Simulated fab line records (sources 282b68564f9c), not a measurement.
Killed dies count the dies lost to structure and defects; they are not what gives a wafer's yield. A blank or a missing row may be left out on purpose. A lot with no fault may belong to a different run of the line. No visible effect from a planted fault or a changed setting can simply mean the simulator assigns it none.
fab line records | flow ritCmos | part 2 of 2: steps 33 to 46 of 46
record lots=5 wafers=15 lastDay=8
route steps=202 shown ACTIVE@10 FOX1@20 FOX2@23 NWELL@28 PWELL@39 WELLDRIVE@50 NRETRO@53
lots with no fault: from the same line, run without faults
startH: hours from the record's first day to the start of the lot's first wafer shown | waitH: hours from the lot's prior step to this one | " same as the row above | L1.1+2: a single row standing in for several wafers | - no value, or no start given | * or withheld: withheld | < > ~ a bound
route shown NAME@n: NAME is a module with steps in the file, n the number in the route of the first one | usual: mean/standard deviation taken from wafers without a fault | same: alike in all rows | chamber/n: place in a boat | sites: each site's reading | _std_site: the values' standard deviation | _edge_site: outer sites' mean less inner sites' | radiusMm: how far each site lies from the wafer's centre | mask NAME#n: copy n | behind: the tool/chamber that last shaped the wafer | hold: cause of the lot's hold/its duration in hours/its outcome | device: the transistor (n, p or np) that didn't switch | end of line: the route-end tests of the same wafers | a step given without rows: its recipe and nothing more | killed: count of dies lost to structure and defects at first sort (not the wafer's yield) | map: a wafer's dies, marking killed ones x, the rest . and places with no die _
set.NAME: the setting the step ran with; set.NAME@STEP: the setting that earlier step ran with | model.NAME: the simulator's own value behind a step, which no gauge read
lots at selected steps of the route; one table per step, one row per wafer
services: a tool's chamber out of use, with start hour (startH, from the record's first day; less than 0 if before it), hours out, and reason
## steps
# step RIT_PWELL_EXPOSE_03
# recipe maskId=M3 na=0.57 targetCdNm=43700 doseMj=250
# columns lot.wafer tool chamber startH waitH mask
L076.2+3+4 ilineStepper-02 0 34.18 0.2 M3#0
L086.2+3+5 ilineStepper-01 0 83.82 0.1 M3#0
L087.2+3+6 ilineStepper-01 0 88.10 0.1 M3#0
L092.2+4+6 ilineStepper-01 0 113.51 0.2 M3#0
L097.1+2+5 ilineStepper-02 0 140.68 0.1 M3#0
# step RIT_PWELL_PEB_04
# recipe resist=NOVOLAK tempC=withheld timeS=withheld
# columns lot.wafer tool chamber startH waitH
L076.2+3+4 lithoTrack-04 0 34.30 0.1
L086.2+3+5 lithoTrack-03 0 83.94 0.1
L087.2+3+6 lithoTrack-03 0 88.23 0.1
L092.2+4+6 lithoTrack-02 0 113.68 0.1
L097.1+2+5 lithoTrack-02 0 140.97 0.3
# step RIT_PWELL_DEVELOP_05
# recipe resist=NOVOLAK developTimeS=68 devTempC=23
# columns lot.wafer tool chamber startH waitH
L076.2+3+4 lithoTrack-04 0 - -
L086.2+3+5 lithoTrack-03 0 - -
L087.2+3+6 lithoTrack-03 0 - -
L092.2+4+6 lithoTrack-02 0 - -
L097.1+2+5 lithoTrack-02 0 - -
# step RIT_PWELL_OVL_MEAS_06
# usual PWELL_OVL=-0.1/1.6
# columns lot.wafer tool chamber startH waitH PWELL_OVL[nm]
L076.2 overlay-02 - 34.59 - 0.9
L076.3 " - " " 0.1
L076.4 " - " " 1.1
L086.2 overlay-01 - 84.23 - 0.3
L086.3 " - " " -1.2
L086.5 " - " " -1.7
L087.2 overlay-02 - 88.52 - -0.3
L087.3 " - " " -1.6
L087.6 " - " " -0.7
L092.2 overlay-02 - 113.97 - -4.0
L092.4 " - " " -2.6
L092.6 " - " " -4.4
L097.1 overlay-02 - 141.29 - 0.7
L097.2 " - " " -1.1
L097.5 " - " " -1.6
# step RIT_PWELL_HARDBAKE_07
# recipe resist=NOVOLAK tempC=140 timeS=120
# columns lot.wafer tool chamber startH waitH
L076.2+3+4 lithoTrack-03 0 34.66 0.1
L086.2+3+5 lithoTrack-02 0 84.31 0.1
L087.2+3+6 lithoTrack-02 0 88.59 0.1
L092.2+4+6 lithoTrack-03 0 114.04 0.1
L097.1+2+5 lithoTrack-02 0 141.32 0.0
# step RIT_PWELL_IMPLANT_08
# recipe species=B energyKev=170 doseCm2=7e+13 tiltDeg=7
# columns lot.wafer tool chamber startH waitH
L076.2+3+4 implanter-02 0 34.90 0.2
L086.2+3+5 implanter-01 0 84.54 0.2
L087.2+3+6 implanter-02 0 88.83 0.2
L092.2+4+6 implanter-02 0 114.28 0.2
L097.1+2+5 implanter-02 0 141.57 0.2
# step RIT_PWELL_STRIP_09
# recipe chemistry=O2 timeS=180 resist=NOVOLAK platenTempC=withheld powerW=500 pressureMtorr=4000 o2FlowSccm=4000
# usual chamberPressureMTorr=4000/3.6 drypumpMotorCurrentA=5.9/0.44
# columns lot.wafer tool chamber startH waitH chamberPressureMTorr drypumpMotorCurrentA rfHoursCounterH
L076.2 plasmaAsher-04 0 35.02 0.1 4002 6.3 41
L076.3 " 1 " " 4005 6.7 -
L076.4 " 0 " " 4002 6.3 -
L086.2 plasmaAsher-01 1 84.66 0.1 4006 5.6 26
L086.3 " 0 " " 4008 5.6 -
L086.5 " 0 " " 3997 5.6 -
L087.2 plasmaAsher-01 0 88.95 0.1 4000 5.6 27
L087.3 " 1 " " 4002 5.6 -
L087.6 " 1 " " 4006 5.6 -
L092.2 plasmaAsher-01 1 114.40 0.1 4002 5.7 29
L092.4 " 1 " " 3997 5.7 -
L092.6 " 0 " " 4000 5.6 -
L097.1 plasmaAsher-02 0 141.72 0.1 3998 6.1 3
L097.2 " 1 " " 4002 5.2 3
L097.5 " 0 " " 3996 6.1 -
# step RIT_PWELL_TW_MEAS_10
# usual PWELL_TW=948/9.2
# columns lot.wafer tool chamber startH waitH PWELL_TW
L076.2 filmMetro-04 - 35.21 0.1 951
L076.3 " - " " 946
L076.4 " - " " 949
L086.2 filmMetro-02 - 84.85 0.1 939
L086.3 " - " " 942
L086.5 " - " " 946
L087.2 filmMetro-03 - 89.14 0.1 959
L087.3 " - " " 959
L087.6 " - " " 951
L092.2 filmMetro-02 - 114.59 0.1 940
L092.4 " - " " 939
L092.6 " - " " 938
L097.1 filmMetro-02 - 141.90 0.1 941
L097.2 " - " " 939
L097.5 " - " " 944
# step RIT_WELLDRIVE_ANNEAL_00
# recipe tempC=1100 timeS=14700 ambient=N2
# usual tube_center_temp_C_max=1102.8/0.45 zonePowerLoadPct=42.0/3
# columns lot.wafer tool chamber startH waitH tube_center_temp_C_max zonePowerLoadPct
L076.2 furnace-04 0 35.26 0.0 1103.7 42.1
L076.3 " 0 " " 1103.0 42.1
L076.4 " 0 " " 1102.3 42.8
L086.2 furnace-03 0 84.90 0.0 1102.8 39.0
L086.3 " 0 " " 1103.2 38.6
L086.5 " 0 " " 1102.5 38.4
L087.2 furnace-01 0 90.80 1.7 1102.3 45.4
L087.3 " 0 " " 1103.0 45.8
L087.6 " 0 " " 1102.4 44.8
L092.2 furnace-01 0 114.64 0.0 1104.2 45.4
L092.4 " 0 " " 1103.6 46.0
L092.6 " 0 " " 1103.2 45.0
L097.1 furnace-01 0 142.80 0.9 1102.4 46.1
L097.2 " 0 " " 1102.5 45.5
L097.5 " 0 " " 1102.7 45.4
# step RIT_WELLDRIVE_RS_MEAS_01
# recipe thkMeasGauge=four-point-probe
# usual NWELL_RS=275.4/0.73
# columns lot.wafer tool chamber startH waitH NWELL_RS[ohm/sq]
L076.2 filmMetro-02 - 40.36 0.0 275.1
L076.3 " - " " 276.0
L076.4 " - " " 275.2
L086.2 filmMetro-02 - 90.00 0.0 275.1
L086.3 " - " " 276.3
L086.5 " - " " 275.6
L087.2 filmMetro-03 - 95.90 0.0 275.3
L087.3 " - " " 274.6
L087.6 " - " " 275.0
L092.2 filmMetro-02 - 119.74 0.0 276.0
L092.4 " - " " 276.3
L092.6 " - " " 276.0
L097.1 filmMetro-02 - 147.89 0.0 275.2
L097.2 " - " " 274.3
L097.5 " - " " 274.6
# step RIT_WELLDRIVE_RS_MEAS_02
# recipe thkMeasGauge=four-point-probe
# usual PWELL_RS=429.3/1.2
# columns lot.wafer tool chamber startH waitH PWELL_RS[ohm/sq]
L076.2 filmMetro-02 - 40.48 0.1 429.1
L076.3 " - " " 430.8
L076.4 " - " " 429.2
L086.2 filmMetro-02 - 90.12 0.1 428.3
L086.3 " - " " 426.8
L086.5 " - " " 426.5
L087.2 filmMetro-03 - 96.02 0.1 429.1
L087.3 " - " " 429.5
L087.6 " - " " 429.3
L092.2 filmMetro-02 - 119.86 0.1 429.8
L092.4 " - " " 430.0
L092.6 " - " " 431.2
L097.1 filmMetro-02 - 148.01 0.1 429.1
L097.2 " - " " 432.1
L097.5 " - " " 429.5
# step RIT_NRETRO_HMDS_00
# recipe primeTimeS=60 primeTempC=140
# same primeTimeS=60
# columns lot.wafer tool chamber startH waitH
L076.2+3+4 lithoTrack-01 0 40.61 0.1
L086.2+3+5 lithoTrack-02 0 90.25 0.1
L087.2+3+6 lithoTrack-02 0 96.15 0.1
L092.2+4+6 lithoTrack-02 0 119.99 0.1
L097.1+2+5 lithoTrack-01 0 148.14 0.1
# step RIT_NRETRO_COAT_01
# recipe resist=NOVOLAK spinRpm=2000 resistThkNm=1300
# columns lot.wafer tool chamber startH waitH
L076.2+3+4 lithoTrack-01 0 40.76 0.1
L086.2+3+5 lithoTrack-02 0 90.40 0.1
L087.2+3+6 lithoTrack-02 0 96.30 0.1
L092.2+4+6 lithoTrack-02 0 120.14 0.1
L097.1+2+5 lithoTrack-01 0 148.29 0.1
# step RIT_NRETRO_SOFTBAKE_02
# recipe resist=NOVOLAK tempC=90 timeS=60
# columns lot.wafer tool chamber startH waitH
L076.2+3+4 lithoTrack-01 0 40.91 0.1
L086.2+3+5 lithoTrack-02 0 90.55 0.1
L087.2+3+6 lithoTrack-02 0 96.45 0.1
L092.2+4+6 lithoTrack-02 0 120.29 0.1
L097.1+2+5 lithoTrack-01 0 148.44 0.1
## services
# columns tool chamber startH hours kind
plasmaAsher-01 - 5.06 2.8 pm
ilineStepper-01 - 5.42 4.9 repair
ilineStepper-02 - 10.37 1.7 pm
rieDiel-04 3 17.71 13.5 repair
plasmaAsher-03 - 18.98 5.8 repair
implanter-02 - 24.91 1.7 repair
implanter-01 - 26.99 1.7 repair
wetBench-02 - 35.92 2.2 repair
plasmaAsher-01 - 50.84 2.4 repair
implanter-02 - 53.76 1.7 repair
furnace-01 - 55.74 4.0 pm
rieDiel-04 1 57.95 8.6 repair
ilineStepper-02 - 59.77 14.4 repair
rieDiel-04 3 64.58 5.8 repair
plasmaAsher-04 - 82.67 4.3 pm
rieDiel-04 0 86.34 29.9 repair
furnace-04 - 89.52 10.4 pm
plasmaAsher-03 - 92.75 3.4 repair
implanter-04 - 99.05 1.7 repair
plasmaAsher-01 - 102.78 0.8 repair
rieDiel-04 - 105.57 2.8 pm
rieDiel-04 1 130.67 16.5 repair
furnace-04 - 144.13 2.9 pm
rieDiel-04 - 146.99 1.3 repair
